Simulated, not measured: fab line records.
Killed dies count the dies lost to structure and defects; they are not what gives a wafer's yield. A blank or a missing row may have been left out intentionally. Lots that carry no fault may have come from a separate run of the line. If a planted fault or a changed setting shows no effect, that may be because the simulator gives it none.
Split-lot study | flow berkeley_cmos170 | 23 wafers read across 5 lots, on a route 331 steps long

== ABOUT THE SPLIT ==
At UCB170_NSD_PEB_04, the setting peb_temp_c was moved away from the recipe's 130 C on 7 of the 23 wafers read, by -0.9% to +1.5%. For the rest of the wafers, this setting stayed at what the recipe calls for.

== FROM SPLIT TO READING: 1 step shown by the file between the two ==
- UCB170_NSD_DEVELOP_05: develop time 45 s

== THE READING ==
Shown in nm: cd_nm at UCB170_NSD_CD_MEAS_06, with target cd 1200 nm. On this fab line, fault-free wafers typically give 1199.7 nm with a standard deviation of 0.97 nm.

wafer  | tool, chamber at the split | peb_temp_c as run, C | against the recipe | cd_nm, nm | against lot-mates on the recipe
L077.2 | litho_track-04, 0          | 130                  | recipe             | 1198.9    | -
L077.3 | litho_track-04, 0          | 130                  | recipe             | 1198.3    | -
L077.5 | litho_track-04, 0          | 130                  | recipe             | 1199.0    | -
L081.1 | litho_track-02, 0          | 130                  | recipe             | 1198.7    | -
L081.2 | litho_track-02, 0          | 131.9                | +1.5%              | 1212.4    | +13.0
L081.4 | litho_track-02, 0          | 131.9                | +1.5%              | 1211.1    | +11.7
L081.5 | litho_track-02, 0          | 130                  | recipe             | 1199.1    | -
L081.6 | litho_track-02, 0          | 130                  | recipe             | 1200.3    | -
L083.1 | litho_track-01, 0          | 131.8                | +1.4%              | 1211.1    | +10.8
L083.2 | litho_track-01, 0          | 130                  | recipe             | 1200.4    | -
L083.3 | litho_track-01, 0          | 130                  | recipe             | 1201.2    | -
L083.4 | litho_track-01, 0          | 131.8                | +1.4%              | 1211.8    | +11.5
L083.5 | litho_track-01, 0          | 130                  | recipe             | 1199.4    | -
L084.1 | litho_track-01, 0          | 130                  | recipe             | 1200.1    | -
L084.3 | litho_track-01, 0          | 130                  | recipe             | 1200.7    | -
L084.4 | litho_track-01, 0          | 130                  | recipe             | 1200.7    | -
L084.5 | litho_track-01, 0          | 130                  | recipe             | 1199.1    | -
L084.6 | litho_track-01, 0          | 130                  | recipe             | 1199.9    | -
L082.1 | litho_track-04, 0          | 128.8                | -0.9%              | 1190.4    | -9.2
L082.2 | litho_track-04, 0          | 130                  | recipe             | 1200.2    | -
L082.3 | litho_track-04, 0          | 128.8                | -0.9%              | 1190.7    | -8.9
L082.4 | litho_track-04, 0          | 128.8                | -0.9%              | 1191.8    | -7.8
L082.5 | litho_track-04, 0          | 130                  | recipe             | 1199.0    | -

FIT RESULTS
A straight line over all 23 wafers: cd_nm changes by +8.67 nm for each +1% of peb_temp_c; r = +0.99; the points scatter about the line by 0.84 nm.
The same after taking each lot's own level away (the mean of its wafers on the recipe; 23 wafers): +8.57 nm for each +1%; r = +0.99; scatter 0.69 nm.
According to that fit, moving peb_temp_c by its largest amount changes the reading by 13 nm.
Across the lots, their own levels run from 1198.73 to 1200.33 nm, a range of 1.6 times the standard deviation given above.
The two slopes are in agreement: the lot-to-lot level therefore moves the slope only a little.
Check: with one of the wafers moved furthest among these (+1.5%) left out of the fit, the line predicts +12.2 nm for it against its lot-mates. Against them it came out at +13 nm.

== FURTHER SPLITS ON THESE WAFERS ==
Before the reading, these wafers also passed through other splits. Each is held against what the fit with the lots' levels taken away leaves over:
other split on the same wafers  | wafers away from the commonest value | r with cd_nm (lot level and that fit taken away)
UCB170_NLDD_IMPLANT_09 dose_cm2 | 5                                    | -0.13

== FILE'S OWN FIT ==
cd_nm changes by +8.44 nm for each +1% of peb_temp_c, r = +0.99.
